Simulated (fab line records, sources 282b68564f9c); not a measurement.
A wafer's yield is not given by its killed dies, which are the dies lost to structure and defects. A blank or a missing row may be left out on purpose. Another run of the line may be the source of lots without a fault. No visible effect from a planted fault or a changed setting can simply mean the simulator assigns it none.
fab line records | flow rit_cmos
record: lots: 5 wafers: 15 last_day: 5
route steps=202 shown GATE@77 FOX2@80 M1@202
lots with no fault: from the same line, run without faults
start_h: start of the lot's first displayed wafer, in hours after the record's first day | wait_h: time in hours since the lot's previous step | " repeats the value in the row above | L1.1+2: one row covering several wafers at once | - either no value or no given start | * or withheld: withheld | < > ~ a bound
route shown NAME@n: NAME is a module with steps in the file, n the number in the route of the first one | usual: average and standard deviation across the fault-free wafers | same: alike in all rows | chamber/n: place in a boat | sites: readings site by site | _std_site: their standard deviation | _edge_site: inner sites' mean taken away from outer sites' mean | radius_mm: how far each site lies from the wafer's centre | mask NAME#n: copy n | behind: tool/chamber where the wafer was last shaped | hold: what put the lot on hold/how long, in hours/how the hold closed | device: which transistor (n, p or np) failed to switch | end of line: tests of these same wafers at the route's end | for a step that has no rows: nothing shown but its recipe | killed: not the wafer's yield, but the dies lost to structure and defects at the first sort | map: dies across one wafer; x = killed, . = not, _ = none there
set.NAME: the setting as run; set.NAME@STEP: as run at that earlier step | model.NAME: the simulator's own value behind a step, which no gauge read
lots at some steps of the route; a table a step, a row a wafer
services: from which hour (start_h, from the record's first day; less than 0 if before it) a tool's chamber was out of use, for how many hours, and why
== steps ==
step: RIT_GATE_CLEAN_02
recipe: chemistry: dHF dilution: 50:1 time_s: 30
step: RIT_GATE_CLEAN_03
recipe: chemistry: SC2 mix: 3:3:50 time_s: 600 temp_c: 75 dry: n2_spin
step: RIT_GATE_CLEAN_04
recipe: chemistry: dHF dilution: 50:1 time_s: 60 dry: n2_spin
step: RIT_FOX2_THK_MEAS_91
recipe: reads: SiO2_of_FOX2_OXIDATION_00
usual: FIELD_OXIDE_LEFT_2_THK: 256/6.3
columns lot.wafer tool chamber start_h wait_h FIELD_OXIDE_LEFT_2_THK[nm]
L939.3 film_metro-04 - 38.25 0.0 261
L939.5 " - " " 250
L939.6 " - " " 261
L944.1 film_metro-03 - 65.88 0.0 251
L944.4 " - " " 259
L944.6 " - " " 251
L947.2 film_metro-03 - 79.99 0.0 249
L947.3 " - " " 251
L947.5 " - " " 246
L949.2 film_metro-04 - 89.13 0.0 266
L949.3 " - " " 261
L949.6 " - " " 263
L950.1 film_metro-04 - 93.48 0.0 248
L950.3 " - " " 246
L950.6 " - " " 246
step: RIT_GATE_OXIDATION_05
recipe: temp_c: 900 ambient: O2 target_thk_a: 30 ox_time_s: 270
step: RIT_GATE_ANNEAL_06
recipe: temp_c: 900 time_s: 600 ambient: N2O
step: RIT_GATE_THK_MEAS_07
recipe: reads: SiO2_of_GATE_OXIDATION_05
usual: GATE_OXIDE_THK: 3.05/0.073
columns lot.wafer tool chamber start_h wait_h GATE_OXIDE_THK[nm]
L939.3 film_metro-04 - 46.18 0.0 2.95
L939.5 " - " " 2.98
L939.6 " - " " 3.00
L944.1 film_metro-02 - 69.27 0.0 3.07
L944.4 " - " " 3.03
L944.6 " - " " 3.05
L947.2 film_metro-04 - 82.98 0.0 3.01
L947.3 " - " " 3.09
L947.5 " - " " 3.04
L949.2 film_metro-04 - 92.87 0.0 2.95
L949.3 " - " " 2.99
L949.6 " - " " 2.97
L950.1 film_metro-04 - 94.87 0.0 3.14
L950.3 " - " " 3.04
L950.6 " - " " 3.10
step: RIT_GATE_CVD_08
recipe: material: poly-Si target_thk_nm: 250 temp_c: 610 precursor: SiH4 time_s: 2220 pressure_mtorr: 300 sih4_flow_sccm: 100
step: RIT_GATE_THK_MEAS_09
recipe: reads: poly-Si_of_GATE_CVD_08
usual: GATE_POLY_THK: 250.1/2.3
columns lot.wafer tool chamber start_h wait_h GATE_POLY_THK[nm]
L939.3 film_metro-04 - 47.86 0.0 244.1
L939.5 " - " " 245.8
L939.6 " - " " 244.3
L944.1 film_metro-04 - 70.94 0.0 248.4
L944.4 " - " " 249.1
L944.6 " - " " 251.7
L947.2 film_metro-04 - 84.65 0.0 248.8
L947.3 " - " " 249.4
L947.5 " - " " 251.4
L949.2 film_metro-03 - 94.55 0.0 246.3
L949.3 " - " " 246.2
L949.6 " - " " 247.3
L950.1 film_metro-03 - 96.54 0.0 251.8
L950.3 " - " " 251.5
L950.6 " - " " 249.0
step: RIT_GATE_HMDS_10
recipe: prime_time_s: 60 prime_temp_c: 140
step: RIT_GATE_COAT_11
recipe: resist: NOVOLAK spin_rpm: 4250 resist_thk_nm: 850
step: RIT_GATE_SOFTBAKE_12
recipe: resist: NOVOLAK temp_c: 90 time_s: 60
step: RIT_GATE_EXPOSE_13
recipe: mask_id: M6 na: 0.6 source_shape: conventional sigma_outer: 0.6 target_cd_nm: 150 dose_mj: 380
usual: reticle_temp_C: 23.05/0.1
columns lot.wafer tool chamber start_h wait_h mask reticle_temp_C
L939.3 iline_stepper-01 0 48.51 0.2 M6#0 23.13
L939.5 " 0 " " M6#0 22.79
L939.6 " 0 " " M6#0 23.09
L944.1 iline_stepper-01 0 71.45 0.1 M6#0 23.01
L944.4 " 0 " " M6#0 22.93
L944.6 " 0 " " M6#0 23.15
L947.2 iline_stepper-01 0 85.30 0.2 M6_R1#0 23.01
L947.3 " 0 " " M6_R1#0 22.99
L947.5 " 0 " " M6_R1#0 22.94
L949.2 iline_stepper-01 0 95.19 0.2 M6#0 23.07
L949.3 " 0 " " M6#0 23.09
L949.6 " 0 " " M6#0 23.15
L950.1 iline_stepper-01 0 97.05 0.1 M6#0 23.00
L950.3 " 0 " " M6#0 23.12
L950.6 " 0 " " M6#0 23.09
step: RIT_GATE_PEB_14
recipe: resist: NOVOLAK temp_c: withheld time_s: withheld
step: RIT_GATE_DEVELOP_15
recipe: resist: NOVOLAK develop_time_s: 50 dev_temp_c: 23
step: RIT_GATE_CD_MEAS_16
recipe: target_cd_nm: 150
usual: cd_nm: 149.8/2.4
columns lot.wafer tool chamber start_h wait_h cd_nm
L939.3 cd_sem-02 - 48.91 - 150.4
L939.5 " - " " 148.3
L939.6 " - " " 148.9
L944.1 cd_sem-02 - 71.85 - 148.6
L944.4 " - " " 150.2
L944.6 " - " " 148.6
L947.2 cd_sem-02 - 85.72 - 134.8
L947.3 " - " " 136.4
L947.5 " - " " 135.2
L949.2 cd_sem-01 - 95.59 - 147.8
L949.3 " - " " 147.7
L949.6 " - " " 147.4
L950.1 cd_sem-01 - 97.45 - 149.0
L950.3 " - " " 150.2
L950.6 " - " " 151.3
step: RIT_GATE_OVL_MEAS_17
usual: GATE_OVL: 0.6/1.5
columns lot.wafer tool chamber start_h wait_h GATE_OVL[nm]
L939.3 overlay-02 - 49.00 0.1 0.7
L939.5 " - " " -0.2
L939.6 " - " " 0.0
L944.1 overlay-01 - 71.97 0.1 0.3
L944.4 " - " " -0.2
L944.6 " - " " 0.3
L947.2 overlay-01 - 85.83 0.1 3.2
L947.3 " - " " 2.9
L947.5 " - " " 1.8
L949.2 overlay-01 - 95.70 0.1 1.5
L949.3 " - " " 0.1
L949.6 " - " " 2.4
L950.1 overlay-02 - 97.57 0.1 3.5
L950.3 " - " " 0.6
L950.6 " - " " 0.2
step: RIT_GATE_HARDBAKE_18
recipe: resist: NOVOLAK temp_c: 140 time_s: 60
step: RIT_GATE_ETCH_19
recipe: chemistry: SF6/CHF3/O2 time_s: 165 SF6_flow_sccm: 30 CHF3_flow_sccm: 30 O2_flow_sccm: 5 target: poly-Si pressure_mtorr: 40 rf_w: 160 target_depth_a: 3125 over_etch_frac: 0.25 stop_on: SiO2
usual: SF6_flow_sccm: 30.00/0.089 drypump_motor_current_A: 5.9/0.46 oes_product_au: 0.851/0.015 throttle_valve_pct: 10.24/0.077
columns lot.wafer tool chamber start_h wait_h SF6_flow_sccm drypump_motor_current_A oes_product_au rf_hours_counter_h throttle_valve_pct model.GATE.cd_nm
L939.3 rie_si-01 3 49.18 0.1 30.01 6.6 0.827 2 10.41 150.5
L939.5 " 2 " " 29.98 5.5 0.812 - 10.15 148.3
L939.6 " 3 " " 29.94 6.6 0.822 - 10.41 148.8
L944.1 rie_si-02 3 72.24 0.1 29.90 5.6 0.869 2 10.18 148.8
L944.4 " 0 " " 29.93 6.6 0.851 0 10.29 150.2
L944.6 " 1 " " 29.93 6.0 0.875 - 10.20 148.6
L947.2 rie_si-01 0 86.01 0.1 30.06 5.2 0.853 87 10.25 134.7
L947.3 " 3 " " 30.09 6.6 0.843 2 10.42 136.2
L947.5 " 0 " " 29.98 5.2 0.860 - 10.26 135.2
L949.2 rie_si-01 3 95.88 0.1 30.01 6.6 0.829 2 10.42 147.5
L949.3 " 0 " " 30.04 5.2 0.845 87 10.24 147.2
L949.6 " 1 " " 30.00 5.9 0.844 - 10.25 147.7
L950.1 rie_si-02 2 97.76 0.1 29.98 6.2 0.843 109 10.21 149
L950.3 " 3 " " 29.96 5.6 0.872 2 10.18 150
L950.6 " 0 " " 30.14 6.6 0.842 - 10.28 151.2
step: RIT_GATE_STRIP_20
recipe: chemistry: O2 time_s: 180 resist: NOVOLAK platen_temp_c: withheld power_w: 500 pressure_mtorr: 4000 o2_flow_sccm: 4000
usual: drypump_motor_current_A: 5.4/0.44
columns lot.wafer tool chamber start_h wait_h drypump_motor_current_A rf_hours_counter_h
L939.3 plasma_asher-04 0 49.34 0.1 5.3 -
L939.5 " 1 " " 6.1 -
L939.6 " 0 " " 5.3 -
L944.1 plasma_asher-02 1 72.35 0.1 5.1 29
L944.4 " 0 " " 5.3 -
L944.6 " 1 " " 5.1 -
L947.2 plasma_asher-01 0 86.12 0.1 5.8 41
L947.3 " 1 " " 4.8 -
L947.5 " 0 " " 5.8 -
L949.2 plasma_asher-04 1 95.98 0.1 6.1 45
L949.3 " 1 " " 6.1 -
L949.6 " 0 " " 5.3 -
L950.1 plasma_asher-01 0 97.87 0.1 5.8 43
L950.3 " 1 " " 4.8 -
L950.6 " 0 " " 5.8 -
step: RIT_M1_PROBE_99
usual: killed_at_contacts: 0.1/0.3 killed_at_front_end: 7/3.3 killed_dies: 7/3.3 killed_open: 3.8/2.3 killed_short: 3.5/2.1
same: gross_dies: 264 killed_at_M0_to_M3: 0 killed_at_M4_up: 0 killed_at_back_side: 0 killed_at_other: 0
columns lot.wafer tool chamber start_h wait_h killed_at_contacts killed_at_front_end killed_dies killed_open killed_short model.etest.pmos_0p3.r_on_ohm_um model.etest.pmos_0p15.r_on_ohm_um model.etest.pmos_turned.r_on_ohm_um model.etest.nmos_0p15.r_on_ohm_um model.etest.nmos_0p3.r_on_ohm_um model.etest.nmos_0p15.drive_ua_um model.etest.pmos_0p15.drive_ua_um model.etest.nmos_turned.drive_ua_um
L939.3 prober-01 - 69.90 0.2 0 5 5 0 5 6135 2678 3299 1118 2128 470.6 262.6 330.2
L939.5 prober-01 - 70.00 0.2 0 4 4 2 2 6118 2631 3235 1097 2111 480.6 266.3 333.2
L939.6 prober-01 - 70.05 0.2 0 9 9 6 3 6120 2681 3267 1112 2118 475.6 267.2 328
L944.1 prober-01 - 92.39 0.1 0 5 5 1 4 6447 2887 3581 1185 2205 459 247.6 307.9
L944.4 prober-01 - 92.54 0.2 0 3 3 2 1 6343 2851 3505 1146 2167 455.2 245.9 314.4
L944.6 prober-01 - 92.64 0.2 0 3 3 2 1 6326 2805 3491 1150 2174 459.7 251.4 313
L947.2 prober-01 - 107.09 0.1 0 4 4 1 3 6072 2455 3114 1026 2086 544.5 299.1 368.1
L947.3 prober-01 - 107.14 0.2 0 4 4 3 1 6147 2485 3134 1041 2096 530.3 291.6 365
L947.5 prober-01 - 107.24 0.2 0 4 4 1 3 6004 2450 3112 1026 2072 541.7 298.5 362.1
L949.2 prober-01 - 116.23 0.1 1 9 10 5 5 6221 2696 3353 1099 2153 485.4 263.8 337
L949.3 prober-01 - 116.28 0.2 0 5 5 4 1 6258 2699 3313 1109 2162 479.8 266.5 342.2
L949.6 prober-01 - 116.43 0.2 0 9 9 2 7 6204 2709 3323 1120 2166 485.2 269.5 341.8
L950.1 prober-01 - 119.02 0.1 0 5 5 5 0 6401 2737 3372 1118 2134 471.4 257.3 329.4
L950.3 prober-01 - 119.12 0.2 0 11 11 4 7 6440 2774 3418 1126 2155 466.2 251.7 325.7
L950.6 prober-01 - 119.27 0.2 0 14 14 9 5 6422 2794 3455 1140 2140 465.4 248.4 327.6
killed by level:class
L939.3 REOX:geometric_particle:short=3 FOX1:geometric_particle:short=1 SILICIDE:geometric_particle:short=1
L939.5 FOX1:geometric_particle:short=1 GATE:geometric_particle:open=1 GATE:geometric_particle:short=1 REOX:geometric_particle:open=1
L939.6 GATE:geometric_particle:open=5 GATE:geometric_particle:short=1 REOX:geometric_particle:short=1 REOX:geometric_particle:open=1 SILICIDE:geometric_particle:short=1
L944.1 GATE:geometric_particle:short=2 GATE:geometric_particle:open=1 REOX:geometric_particle:short=1 SILICIDE:geometric_particle:short=1
L944.4 FOX1:geometric_particle:open=1 FOX2:geometric_particle:short=1 REOX:geometric_particle:open=1
L944.6 FOX2:geometric_particle:open=2 FOX2:geometric_particle:short=1
L947.2 GATE:geometric_particle:short=2 FOX1:geometric_particle:short=1 GATE:geometric_particle:open=1
L947.3 FOX2:geometric_particle:open=1 GATE:geometric_particle:short=1 REOX:geometric_particle:open=1 SPACER:geometric_particle:open=1
L947.5 GATE:geometric_particle:open=1 GATE:geometric_particle:short=1 REOX:geometric_particle:short=1 SILICIDE:geometric_particle:short=1
L949.2 FOX2:geometric_particle:open=3 GATE:geometric_particle:short=2 SPACER:geometric_particle:short=2 FOX2:geometric_particle:short=1 SILICIDE:geometric_particle:open=1 CONTACT:geometric_particle:open=1
L949.3 SILICIDE:geometric_particle:open=3 GATE:geometric_particle:short=1 GATE:geometric_particle:open=1
L949.6 FOX2:geometric_particle:short=3 SILICIDE:geometric_particle:short=2 GATE:geometric_particle:short=1 GATE:geometric_particle:open=1 SPACER:geometric_particle:short=1 SPACER:geometric_particle:open=1
L950.1 GATE:geometric_particle:open=2 SPACER:geometric_particle:open=2 FOX2:geometric_particle:open=1
L950.3 FOX2:geometric_particle:short=4 GATE:geometric_particle:open=3 REOX:geometric_particle:short=2 FOX2:geometric_particle:open=1 SILICIDE:geometric_particle:short=1
L950.6 FOX1:geometric_particle:open=3 FOX2:geometric_particle:open=2 GATE:geometric_particle:short=2 GATE:geometric_particle:open=2 REOX:geometric_particle:short=2 SPACER:geometric_particle:open=2 FOX2:geometric_particle:short=1
== services ==
columns tool chamber start_h hours kind
rie_si-02 0 47.12 - clean
rie_si-02 0 47.12 19.0 scheduled_down
rie_si-02 0 47.12 19.0 vent_cycle
iline_stepper-01 - 61.48 1.7 pm
iline_stepper-01 0 71.56 - calibration
rie_si-02 2 77.92 3.8 repair
== key ==
first_sign: step: RIT_GATE_EXPOSE_13 reading: mask direction: changed
effect: step: RIT_GATE_CD_MEAS_16 reading: cd_nm direction: down sigmas: 6.1 usual: 149.8 struck: 135.5
model_effect: step: RIT_GATE_ETCH_19 value: GATE.cd_nm without: 147.4 struck: 135.4
model_effect: step: RIT_M1_PROBE_99 value: etest.pmos_0p3.r_on_ohm_um without: 6359 struck: 6074
met_at RIT_GATE_EXPOSE_13
struck_wafers L947.2,L947.3,L947.5
tester_left_out L947
onset_between 71.45 85.30
fault: kind: wrong_mask tool: any chamber: - onset_h: 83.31 steps: RIT_GATE_EXPOSE_13 aux_copy: M6_R1#0 cd_offset_nm: -12 scope: struck_lots_only
tester_left_out: of these lots the tester's yield and bins aren't shown, on N5 and GAA mostly nor the transistor test; their killed dies are dies lost to structure and defects alone, not to doping, threshold or leakage, so they don't give the yield
